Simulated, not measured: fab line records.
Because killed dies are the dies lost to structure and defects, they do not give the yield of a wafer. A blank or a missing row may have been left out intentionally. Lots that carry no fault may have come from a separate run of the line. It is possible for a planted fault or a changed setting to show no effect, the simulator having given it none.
Split-lot experiment -- flow rit-cmos -- route with 202 steps; 5 lots, 23 wafers read

ABOUT THE SPLIT
At RIT_CONTACT_ETCH_11 (etches SiO2 in CHF3/CF4/Ar, stops on TiSi2, target depth 480 nm, time 320 s), the setting time-s was moved away from the recipe's 320 s on 6 of the 23 wafers read, by -11.7% to -6.5%. The other wafers ran this setting at the recipe's value.

Reading taken at the split's own step.

THE READING
NOVOLAK_of_CONTACT_COAT_03.thk-nm (the simulator's own value, which no gauge read), in nm, at RIT_CONTACT_ETCH_11 (etches SiO2 in CHF3/CF4/Ar, stops on TiSi2, target depth 480 nm, time 320 s). There is no usual value for it anywhere in the file. Average 770.3 nm, standard deviation 3.9 nm, over the 17 wafers here run with the recipe.

wafer,"tool, chamber at the split","time-s as run, s",against the recipe,"NOVOLAK_of_CONTACT_COAT_03.thk-nm, nm",against lot-mates on the recipe
L074.1,"rie-diel-03, 3",320,recipe,766,-
L074.2,"rie-diel-03, 0",320,recipe,767.2,-
L074.3,"rie-diel-03, 1",282.5,-11.7%,782.1,+14.4
L074.5,"rie-diel-03, 2",282.5,-11.7%,784.1,+16.4
L074.6,"rie-diel-03, 1",320,recipe,769.8,-
L077.1,"rie-diel-01, 2",320,recipe,769.5,-
L077.2,"rie-diel-01, 1",320,recipe,769.2,-
L077.5,"rie-diel-01, 2",320,recipe,768.3,-
L079.1,"rie-diel-04, 0",320,recipe,775.3,-
L079.3,"rie-diel-04, 3",320,recipe,780.6,-
L079.4,"rie-diel-04, 1",320,recipe,776.7,-
L079.5,"rie-diel-04, 1",320,recipe,774,-
L079.6,"rie-diel-04, 2",320,recipe,768.7,-
L084.1,"rie-diel-03, 0",288.7,-9.8%,779.9,+10.3
L084.2,"rie-diel-03, 2",320,recipe,768.6,-
L084.3,"rie-diel-03, 1",288.7,-9.8%,782.1,+12.5
L084.4,"rie-diel-03, 0",320,recipe,769.5,-
L084.6,"rie-diel-03, 2",320,recipe,770.8,-
L085.1,"rie-diel-04, 3",320,recipe,766.7,-
L085.2,"rie-diel-04, 2",299.1,-6.5%,768,+0.9
L085.3,"rie-diel-04, 1",299.1,-6.5%,773,+5.9
L085.5,"rie-diel-04, 0",320,recipe,767.8,-
L085.6,"rie-diel-04, 1",320,recipe,766.7,-

THE FIT
A straight line over all 23 wafers: NOVOLAK_of_CONTACT_COAT_03.thk-nm changes by -0.954 nm for each +1% of time-s; r = -0.72; the points scatter about the line by 4.1 nm.
The same after taking each lot's own level away (the mean of its wafers on the recipe; 23 wafers): -1.16 nm for each +1%; r = -0.89; scatter 2.6 nm.
Per that fit: largest time-s move, reading shift of 14 nm.
The span of the lots' own levels, 767.07 to 775.06 nm, comes to 2.1 times the standard deviation stated above.
So the lot-to-lot level blurs the effect unless lot-mates are compared.
Check: for one of the wafers moved furthest among these (-11.7%), held out of the fit, the line's prediction against its lot-mates is +13.1 nm. It came out at +14.4 nm against them.

OTHER SPLITS APPLIED TO THESE WAFERS
Other splits were also applied to these wafers ahead of the reading. Each is held against what the fit with the lots' levels taken away leaves over:
other split on the same wafers,wafers away from the commonest value,r with NOVOLAK_of_CONTACT_COAT_03.thk-nm (lot level and that fit taken away)
RIT_GATE_ETCH_19 over-etch-frac,6,-0.24
RIT_NLDD_SOFTBAKE_02 temp-c,8,-0.05
RIT_NLDD_IMPLANT_08 energy-kev,8,+0.27
RIT_PLDD_IMPLANT_08 energy-kev,8,-0.05
RIT_SPACER_CVD_03 time-s,15,-0.17
RIT_NSD_IMPLANT_08 energy-kev,7,-0.07
RIT_PSD_HARDBAKE_07 temp-c,5,+0.19
RIT_CONTACT_CVD_00 time-s,10,-0.14

FILE'S OWN FIT
NOVOLAK_of_CONTACT_COAT_03.thk-nm changes by -1.14 nm for each +1% of time-s, r = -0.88.
